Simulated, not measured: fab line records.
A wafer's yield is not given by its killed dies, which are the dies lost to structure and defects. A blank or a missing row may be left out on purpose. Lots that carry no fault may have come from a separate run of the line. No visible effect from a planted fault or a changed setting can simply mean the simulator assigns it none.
fab line records | flow berkeleyCmos170
record: lots: 7 | wafers: 21 | lastDay: 12
route steps=331 shown FIELD@93 SACOX@97 SCREENOX@100 NVT@104 PVT@115 GATE@125
lots that met no fault: taken from a fault-free run of the same line
startH: the number of hours between the record's first day and the start of the first shown wafer of the lot | waitH: hours since the lot's step before | " the same as in the row above | L1.1+2: a single row standing in for several wafers | - either no value or no given start | * or withheld: withheld | < > ~ a bound
route shown NAME@n: NAME is a module with steps in the file, n the number in the route of the first one | usual: mean/standard deviation taken from wafers without a fault | same: alike in all rows | chamber/n: place in a boat | sites: readings site by site | _std_site: their standard deviation | _edge_site: mean of outer sites minus mean of inner sites | radiusMm: how far each site lies from the wafer's centre | mask NAME#n: copy n | behind: tool/chamber where the wafer was last shaped | hold: why the lot was held/for how many hours/how that ended | device: transistor that didn't switch, given as n, p or np | end of line: tests of these same wafers at the route's end | a step with no rows: only its recipe | killed: dies lost to structure and defects at the first sort, not the wafer's yield | map: per-die view of a wafer (x killed, . not killed, _ where there is no die)
set.NAME: setting as actually run; set.NAME@STEP: the setting as run at that earlier step | model.NAME: the simulator's own value behind a step, which no gauge read
lots seen at some steps along the route; tables by step, rows by wafer
services: when a tool's chamber went out of use (startH, in hours from the record's first day, below 0 if earlier), for how many hours, and the reason
== steps ==
step: UCB170_FIELD_WET_ETCH_04
recipe: chemistry: dHF | dilution: 10:1 | target: SiO2 | tempC: 25 | timeS: 60
step: UCB170_FIELD_WET_ETCH_05
recipe: chemistry: H3PO4 | target: Si3N4 | tempC: 160 | timeS: 12600
step: UCB170_FIELD_WET_ETCH_06
recipe: chemistry: BOE | dilution: 5:1 | target: SiO2 | tempC: 25 | timeS: 22
step: UCB170_FIELD_THK_MEAS_90
recipe: reads: SiO2_of_FIELD_OXIDATION_01
usual: FIELD_OXIDE_LEFT_1_THK: 444/13
lot.wafer | tool         | chamber | startH | waitH | FIELD_OXIDE_LEFT_1_THK[nm]
L615.1    | filmMetro-04 | -       | 97.38  | 0.0   | 455
L615.3    | "            | -       | "      | "     | 449
L615.5    | "            | -       | "      | "     | 462
L630.1    | filmMetro-02 | -       | 175.93 | 0.0   | 445
L630.3    | "            | -       | "      | "     | 448
L630.6    | "            | -       | "      | "     | 442
L631.2    | filmMetro-01 | -       | 180.20 | 0.0   | 439
L631.3    | "            | -       | "      | "     | 432
L631.5    | "            | -       | "      | "     | 435
L632.4    | filmMetro-01 | -       | 189.51 | 0.0   | 449
L632.5    | "            | -       | "      | "     | 441
L632.6    | "            | -       | "      | "     | 448
L633.3    | filmMetro-02 | -       | 193.12 | 0.0   | 469
L633.5    | "            | -       | "      | "     | 480
L633.6    | "            | -       | "      | "     | 461
L635.3    | filmMetro-01 | -       | 209.84 | 0.1   | 433
L635.4    | "            | -       | "      | "     | 432
L635.6    | "            | -       | "      | "     | 430
L637.2    | filmMetro-04 | -       | 212.20 | 0.0   | 448
L637.3    | "            | -       | "      | "     | 441
L637.5    | "            | -       | "      | "     | 443
step: UCB170_SACOX_CLEAN_00
recipe: chemistry: dHF | dilution: 25:1 | timeS: 7.5
step: UCB170_SACOX_OXIDATION_01
recipe: tempC: 900 | ambient: O2 | targetThkA: 144 | oxTimeS: 2400
step: UCB170_SACOX_THK_MEAS_02
recipe: reads: SiO2_of_SACOX_OXIDATION_01
usual: SACOX_OXIDE_THK: 14.35/0.29
lot.wafer | tool         | chamber | startH | waitH | SACOX_OXIDE_THK[nm]
L615.1    | filmMetro-02 | -       | 100.76 | 0.0   | 14.15
L615.3    | "            | -       | "      | "     | 14.41
L615.5    | "            | -       | "      | "     | 14.48
L630.1    | filmMetro-01 | -       | 182.24 | 0.0   | 14.53
L630.3    | "            | -       | "      | "     | 14.62
L630.6    | "            | -       | "      | "     | 14.75
L631.2    | filmMetro-03 | -       | 182.25 | 0.0   | 14.43
L631.3    | "            | -       | "      | "     | 14.35
L631.5    | "            | -       | "      | "     | 14.44
L633.3    | filmMetro-02 | -       | 195.53 | 0.0   | 14.05
L633.5    | "            | -       | "      | "     | 14.26
L633.6    | "            | -       | "      | "     | 14.15
L632.4    | filmMetro-01 | -       | 195.54 | 0.0   | 13.94
L632.5    | "            | -       | "      | "     | 13.90
L632.6    | "            | -       | "      | "     | 13.91
L635.3    | filmMetro-01 | -       | 213.89 | 0.1   | 14.66
L635.4    | "            | -       | "      | "     | 14.60
L635.6    | "            | -       | "      | "     | 14.42
L637.2    | filmMetro-01 | -       | 215.29 | 0.0   | 14.03
L637.3    | "            | -       | "      | "     | 14.20
L637.5    | "            | -       | "      | "     | 14.01
step: UCB170_SCREENOX_WET_ETCH_00
recipe: chemistry: dHF | dilution: 25:1 | target: SiO2 | tempC: 25 | timeS: 200
step: UCB170_SCREENOX_OXIDATION_01
recipe: tempC: 900 | ambient: O2 | targetThkA: 144 | oxTimeS: 2400
step: UCB170_SCREENOX_THK_MEAS_02
recipe: reads: SiO2_of_SCREENOX_OXIDATION_01
usual: SCREENOX_OXIDE_THK: 14.5/0.3
lot.wafer | tool         | chamber | startH | waitH | SCREENOX_OXIDE_THK[nm]
L615.1    | filmMetro-04 | -       | 104.51 | 0.0   | 14.3
L615.3    | "            | -       | "      | "     | 14.5
L615.5    | "            | -       | "      | "     | 14.1
L630.1    | filmMetro-01 | -       | 188.22 | 0.0   | 14.8
L630.3    | "            | -       | "      | "     | 15.0
L630.6    | "            | -       | "      | "     | 14.9
L631.2    | filmMetro-03 | -       | 188.23 | 0.0   | 14.5
L631.3    | "            | -       | "      | "     | 14.5
L631.5    | "            | -       | "      | "     | 14.7
L632.4    | filmMetro-01 | -       | 198.97 | 0.0   | 14.6
L632.5    | "            | -       | "      | "     | 14.6
L632.6    | "            | -       | "      | "     | 14.7
L633.3    | filmMetro-04 | -       | 199.06 | 0.1   | 14.6
L633.5    | "            | -       | "      | "     | 14.6
L633.6    | "            | -       | "      | "     | 14.6
L637.2    | filmMetro-04 | -       | 218.31 | 0.0   | 14.2
L637.3    | "            | -       | "      | "     | 14.1
L637.5    | "            | -       | "      | "     | 14.2
L635.3    | filmMetro-03 | -       | 218.38 | 0.1   | 14.1
L635.4    | "            | -       | "      | "     | 14.1
L635.6    | "            | -       | "      | "     | 14.1
step: UCB170_SCREENOX_ANNEAL_03
recipe: tempC: 900 | timeS: 900 | ambient: N2
step: UCB170_NVT_HMDS_00
recipe: primeTimeS: 60 | primeTempC: 100
step: UCB170_NVT_COAT_01
recipe: resist: KrF | spinRpm: 1526 | resistThkNm: 900
usual: chillPlateTempC: 23.01/0.098 | dispensePressureKPa: 53.5/2.5 | spinSpeedRpm: 1525.8/0.87
lot.wafer | tool          | chamber | startH | waitH | chillPlateTempC | dispensePressureKPa | spinSpeedRpm
L615.1    | lithoTrack-01 | 0       | 108.69 | 0.1   | 23.28           | 49.5                | 1525.9
L615.3    | "             | 0       | "      | "     | 23.03           | 49.5                | 1524.6
L615.5    | "             | 0       | "      | "     | 23.05           | 49.5                | 1525.5
L631.2    | lithoTrack-03 | -       | 193.66 | 0.1   | -               | -                   | -
L631.3    | "             | -       | "      | "     | -               | -                   | -
L631.5    | "             | -       | "      | "     | -               | -                   | -
L630.1    | lithoTrack-02 | -       | 193.92 | 0.1   | -               | -                   | -
L630.3    | "             | -       | "      | "     | -               | -                   | -
L630.6    | "             | -       | "      | "     | -               | -                   | -
L633.3    | lithoTrack-01 | 0       | 202.11 | 0.1   | 22.77           | 49.5                | 1526.6
L633.5    | "             | 0       | "      | "     | 22.91           | 49.5                | 1525.4
L633.6    | "             | 0       | "      | "     | 22.97           | 49.5                | 1525.6
L632.4    | lithoTrack-02 | -       | 202.22 | 0.1   | -               | -                   | -
L632.5    | "             | -       | "      | "     | -               | -                   | -
L632.6    | "             | -       | "      | "     | -               | -                   | -
L635.3    | lithoTrack-01 | 0       | 221.46 | 0.1   | 23.06           | 49.5                | 1524.8
L635.4    | "             | 0       | "      | "     | 22.97           | 49.5                | 1526.3
L635.6    | "             | 0       | "      | "     | 23.04           | 49.5                | 1526.3
L637.2    | lithoTrack-03 | 0       | 221.58 | 0.1   | 22.99           | 53.8                | 1525.1
L637.3    | "             | 0       | "      | "     | 22.89           | 53.8                | 1525.8
L637.5    | "             | 0       | "      | "     | 23.12           | 53.8                | 1526.1
step: UCB170_NVT_SOFTBAKE_02
recipe: resist: KrF | tempC: 130 | timeS: 60
step: UCB170_NVT_EXPOSE_03
recipe: maskId: PWELL | targetCdNm: 3000 | na: 0.5 | sigmaOuter: 0.6 | sourceShape: conventional | doseMj: 30
step: UCB170_NVT_PEB_04
recipe: pebTempC: 130 | pebTimeS: withheld | resist: KrF
step: UCB170_NVT_DEVELOP_05
recipe: developer: TMAH | developTimeS: 45 | resist: KrF | devTempC: 21
step: UCB170_NVT_OVL_MEAS_06
usual: NVT_OVL: 2/6.3
lot.wafer | tool       | chamber | startH | waitH | NVT_OVL[nm]
L615.1    | overlay-01 | -       | 109.62 | -     | -2
L615.3    | "          | -       | "      | "     | 1
L615.5    | "          | -       | "      | "     | -3
L631.2    | overlay-01 | -       | 194.50 | -     | -
L631.3    | "          | -       | "      | "     | -
L631.5    | "          | -       | "      | "     | -
L630.1    | overlay-02 | -       | 194.74 | -     | -
L630.3    | "          | -       | "      | "     | -
L630.6    | "          | -       | "      | "     | -
L633.3    | overlay-01 | -       | 202.92 | -     | 3
L633.5    | "          | -       | "      | "     | 1
L633.6    | "          | -       | "      | "     | 8
L632.4    | overlay-01 | -       | 203.36 | -     | -
L632.5    | "          | -       | "      | "     | -
L632.6    | "          | -       | "      | "     | -
L635.3    | overlay-01 | -       | 222.99 | -     | 1
L635.4    | "          | -       | "      | "     | 1
L635.6    | "          | -       | "      | "     | -2
L637.2    | overlay-01 | -       | 223.26 | -     | 0
L637.3    | "          | -       | "      | "     | 14
L637.5    | "          | -       | "      | "     | 12
step: UCB170_NVT_IMPLANT_07
recipe: species: BF2 | doseCm2: 3e+12 | energyKev: 50 | tiltDeg: 7
step: UCB170_NVT_STRIP_08
recipe: chemistry: O2 | powerW: 400 | pressureMtorr: 3500 | platenTempC: withheld | o2FlowSccm: 400 | overashFraction: 0.5
usual: drypumpMotorCurrentA: 5.7/0.55 | oesProductAu: 0.734/0.0047 | stripTimeToEndpointS: 21.45/0.066
lot.wafer | tool           | chamber | startH | waitH | drypumpMotorCurrentA | oesProductAu | rfHoursCounterH | stripTimeToEndpointS
L615.1    | plasmaAsher-02 | 0       | 109.81 | 0.1   | 6.2                  | 0.735        | 36              | 21.38
L615.3    | "              | 1       | "      | "     | 4.8                  | 0.733        | -               | 21.35
L615.5    | "              | 1       | "      | "     | 4.8                  | 0.736        | -               | 21.36
L631.2    | plasmaAsher-04 | 0       | 194.68 | 0.1   | 5.3                  | -            | 50              | -
L631.3    | "              | 1       | "      | "     | 6.2                  | -            | -               | -
L631.5    | "              | 1       | "      | "     | 6.2                  | -            | -               | -
L630.1    | plasmaAsher-02 | 1       | 194.92 | 0.1   | 4.8                  | -            | 46              | -
L630.3    | "              | 0       | "      | "     | 6.2                  | -            | -               | -
L630.6    | "              | 1       | "      | "     | 4.8                  | -            | -               | -
L633.3    | plasmaAsher-01 | 1       | 203.13 | 0.1   | 5.9                  | 0.730        | -               | 21.47
L633.5    | "              | 0       | "      | "     | 6.1                  | 0.727        | -               | 21.51
L633.6    | "              | 1       | "      | "     | 5.9                  | 0.731        | -               | 21.47
L632.4    | plasmaAsher-02 | 1       | 203.56 | 0.1   | 4.8                  | -            | -               | -
L632.5    | "              | 1       | "      | "     | 4.8                  | -            | -               | -
L632.6    | "              | 0       | "      | "     | 6.2                  | -            | -               | -
L635.3    | plasmaAsher-04 | 1       | 223.20 | 0.1   | 6.2                  | 0.728        | -               | 21.39
L635.4    | "              | 0       | "      | "     | 5.3                  | 0.729        | -               | 21.35
L635.6    | "              | 0       | "      | "     | 5.3                  | 0.737        | -               | 21.36
L637.2    | plasmaAsher-02 | 1       | 223.44 | 0.1   | 4.8                  | 0.730        | 49              | 21.47
L637.3    | "              | 1       | "      | "     | 4.8                  | 0.727        | -               | 21.41
L637.5    | "              | 0       | "      | "     | 6.2                  | 0.728        | -               | 21.50
step: UCB170_NVT_TW_MEAS_09
usual: NVT_TW: 524.5/3
lot.wafer | tool         | chamber | startH | waitH | NVT_TW
L615.1    | filmMetro-04 | -       | 109.91 | 0.1   | 528.4
L615.3    | "            | -       | "      | "     | 531.3
L615.5    | "            | -       | "      | "     | 529.9
L631.2    | filmMetro-02 | -       | 194.79 | 0.1   | 518.0
L631.3    | "            | -       | "      | "     | 522.2
L631.5    | "            | -       | "      | "     | 522.6
L630.1    | filmMetro-02 | -       | 195.02 | 0.1   | 521.5
L630.3    | "            | -       | "      | "     | 519.8
L630.6    | "            | -       | "      | "     | 519.6
L633.3    | filmMetro-03 | -       | 203.26 | 0.1   | 527.4
L633.5    | "            | -       | "      | "     | 528.8
L633.6    | "            | -       | "      | "     | 529.3
L632.4    | filmMetro-04 | -       | 203.65 | 0.1   | 525.5
L632.5    | "            | -       | "      | "     | 527.2
L632.6    | "            | -       | "      | "     | 528.7
L635.3    | filmMetro-04 | -       | 223.29 | 0.1   | 525.5
L635.4    | "            | -       | "      | "     | 524.8
L635.6    | "            | -       | "      | "     | 525.0
L637.2    | filmMetro-03 | -       | 223.55 | 0.1   | 523.5
L637.3    | "            | -       | "      | "     | 523.7
L637.5    | "            | -       | "      | "     | 522.9
step: UCB170_NVT_CLEAN_10
recipe: chemistry: SPM | tempC: 120 | timeS: 600
step: UCB170_PVT_HMDS_00
recipe: primeTimeS: 60 | primeTempC: 100
step: UCB170_PVT_COAT_01
recipe: resist: KrF | spinRpm: 1500 | resistThkNm: 900
step: UCB170_PVT_SOFTBAKE_02
recipe: resist: KrF | tempC: 130 | timeS: 60
step: UCB170_PVT_EXPOSE_03
recipe: maskId: NWELL | targetCdNm: 3000 | na: 0.5 | sigmaOuter: 0.6 | sourceShape: conventional | doseMj: 30
step: UCB170_PVT_PEB_04
recipe: pebTempC: 130 | pebTimeS: withheld | resist: KrF
step: UCB170_PVT_DEVELOP_05
recipe: developer: TMAH | developTimeS: 45 | resist: KrF | devTempC: 21
step: UCB170_PVT_OVL_MEAS_06
usual: PVT_OVL: 2/5.9
lot.wafer | tool       | chamber | startH | waitH | PVT_OVL[nm]
L615.1    | overlay-01 | -       | 113.16 | -     | -3
L615.3    | "          | -       | "      | "     | 4
L615.5    | "          | -       | "      | "     | 4
L631.2    | overlay-02 | -       | 199.02 | -     | 3
L631.3    | "          | -       | "      | "     | -4
L631.5    | "          | -       | "      | "     | -4
L630.1    | overlay-01 | -       | 199.29 | -     | 5
L630.3    | "          | -       | "      | "     | 11
L630.6    | "          | -       | "      | "     | 1
L633.3    | overlay-02 | -       | 204.60 | -     | 8
L633.5    | "          | -       | "      | "     | 10
L633.6    | "          | -       | "      | "     | 1
L632.4    | overlay-01 | -       | 205.00 | -     | -2
L632.5    | "          | -       | "      | "     | 3
L632.6    | "          | -       | "      | "     | 2
L635.3    | overlay-02 | -       | 227.07 | -     | 5
L635.4    | "          | -       | "      | "     | 11
L635.6    | "          | -       | "      | "     | 4
L637.2    | overlay-02 | -       | 227.24 | -     | -4
L637.3    | "          | -       | "      | "     | -7
L637.5    | "          | -       | "      | "     | -2
step: UCB170_PVT_IMPLANT_07
recipe: species: P | doseCm2: 2e+12 | energyKev: 30 | tiltDeg: 7
step: UCB170_PVT_STRIP_08
recipe: chemistry: O2 | powerW: 400 | pressureMtorr: 3500 | platenTempC: withheld | o2FlowSccm: 400 | overashFraction: 0.5
usual: drypumpMotorCurrentA: 5.6/0.49 | oesProductAu: 0.735/0.0044 | stripTimeToEndpointS: 21.63/0.062
lot.wafer | tool           | chamber | startH | waitH | drypumpMotorCurrentA | oesProductAu | rfHoursCounterH | stripTimeToEndpointS
L615.1    | plasmaAsher-03 | 0       | 113.35 | 0.1   | 5.7                  | 0.735        | 39              | 21.64
L615.3    | "              | 0       | "      | "     | 5.7                  | 0.731        | -               | 21.67
L615.5    | "              | 1       | "      | "     | 5.2                  | 0.743        | -               | 21.62
L631.2    | plasmaAsher-02 | 1       | 199.20 | 0.1   | 4.8                  | 0.738        | 46              | 21.57
L631.3    | "              | 1       | "      | "     | 4.8                  | 0.731        | -               | 21.57
L631.5    | "              | 0       | "      | "     | 6.2                  | 0.729        | -               | 21.58
L630.1    | plasmaAsher-03 | 1       | 199.47 | 0.1   | 5.3                  | 0.740        | 47              | 21.50
L630.3    | "              | 1       | "      | "     | 5.3                  | 0.745        | -               | 21.54
L630.6    | "              | 0       | "      | "     | 5.7                  | 0.734        | -               | 21.57
L633.3    | plasmaAsher-01 | 0       | 204.81 | 0.1   | 6.1                  | 0.733        | -               | 21.61
L633.5    | "              | 0       | "      | "     | 6.1                  | 0.733        | -               | 21.56
L633.6    | "              | 1       | "      | "     | 5.9                  | 0.735        | -               | 21.58
L632.4    | plasmaAsher-03 | 1       | 205.20 | 0.1   | 5.3                  | 0.734        | -               | 21.63
L632.5    | "              | 1       | "      | "     | 5.2                  | 0.733        | -               | 21.57
L632.6    | "              | 0       | "      | "     | 5.7                  | 0.729        | -               | 21.65
L635.3    | plasmaAsher-02 | 0       | 227.28 | 0.1   | 6.2                  | 0.736        | -               | 21.60
L635.4    | "              | 1       | "      | "     | 4.8                  | 0.738        | -               | 21.60
L635.6    | "              | 1       | "      | "     | 4.8                  | 0.736        | -               | 21.62
L637.2    | plasmaAsher-03 | 0       | 227.42 | 0.1   | 5.7                  | 0.739        | 51              | 21.66
L637.3    | "              | 1       | "      | "     | 5.2                  | 0.735        | -               | 21.67
L637.5    | "              | 1       | "      | "     | 5.2                  | 0.738        | -               | 21.60
step: UCB170_PVT_TW_MEAS_09
usual: PVT_TW: 505/5
lot.wafer | tool         | chamber | startH | waitH | PVT_TW
L615.1    | filmMetro-01 | -       | 113.45 | 0.1   | 495
L615.3    | "            | -       | "      | "     | 498
L615.5    | "            | -       | "      | "     | 500
L631.2    | filmMetro-02 | -       | 199.31 | 0.1   | 640
L631.3    | "            | -       | "      | "     | 639
L631.5    | "            | -       | "      | "     | 639
L630.1    | filmMetro-04 | -       | 199.57 | 0.1   | 642
L630.3    | "            | -       | "      | "     | 648
L630.6    | "            | -       | "      | "     | 646
L633.3    | filmMetro-01 | -       | 204.89 | 0.1   | 498
L633.5    | "            | -       | "      | "     | 494
L633.6    | "            | -       | "      | "     | 493
L632.4    | filmMetro-04 | -       | 205.29 | 0.1   | 645
L632.5    | "            | -       | "      | "     | 644
L632.6    | "            | -       | "      | "     | 643
L635.3    | filmMetro-02 | -       | 227.36 | 0.1   | 508
L635.4    | "            | -       | "      | "     | 510
L635.6    | "            | -       | "      | "     | 508
L637.2    | filmMetro-02 | -       | 227.53 | 0.1   | 509
L637.3    | "            | -       | "      | "     | 507
L637.5    | "            | -       | "      | "     | 510
step: UCB170_GATE_WET_ETCH_00
recipe: chemistry: dHF | dilution: 25:1 | target: SiO2 | tempC: 25 | timeS: 200
== services ==
tool           | chamber | startH | hours | kind
plasmaAsher-01 | -       | 108.75 | 9.0   | pm
plasmaAsher-01 | 0       | 108.75 | 9.0   | ventCycle
plasmaAsher-01 | 1       | 108.75 | 9.0   | ventCycle
plasmaAsher-01 | 0       | 117.75 | -     | clean
plasmaAsher-01 | 1       | 117.75 | -     | clean
plasmaAsher-03 | -       | 156.02 | 8.5   | repair
== key ==
firstSign: step: UCB170_NVT_COAT_01 | reading: toolRecord | direction: missing
effect: step: UCB170_NVT_OVL_MEAS_06 | reading: NVT_OVL | direction: missing
effect: step: UCB170_PVT_TW_MEAS_09 | reading: PVT_TW | direction: up | sigmas: 28 | usual: 505 | struck: 643
metAt UCB170_NVT_COAT_01
struckWafers L630.1,L630.3,L630.6,L631.2,L631.3,L631.5,L632.4,L632.5,L632.6
sortLeftOut L630.1,L630.3,L630.6,L631.2,L631.3,L631.5,L632.4,L632.5,L632.6
testerLeftOut L630,L631,L632
fault: kind: skippedStepWhole | tool: lithoTrack-02,lithoTrack-03 | chamber: - | onsetH: 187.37 | steps: UCB170_NVT_COAT_01 | scope: struckLotsOnly
testerLeftOut: of these lots the tester's yield and bins aren't shown, on N5 and GAA mostly nor the transistor test; their killed dies are dies lost to structure and defects alone, not to doping, threshold or leakage, so they don't give the yield
sortLeftOut: the simulated sort isn't trusted on such a fault, so these wafers' sort isn't shown, and their yield isn't known
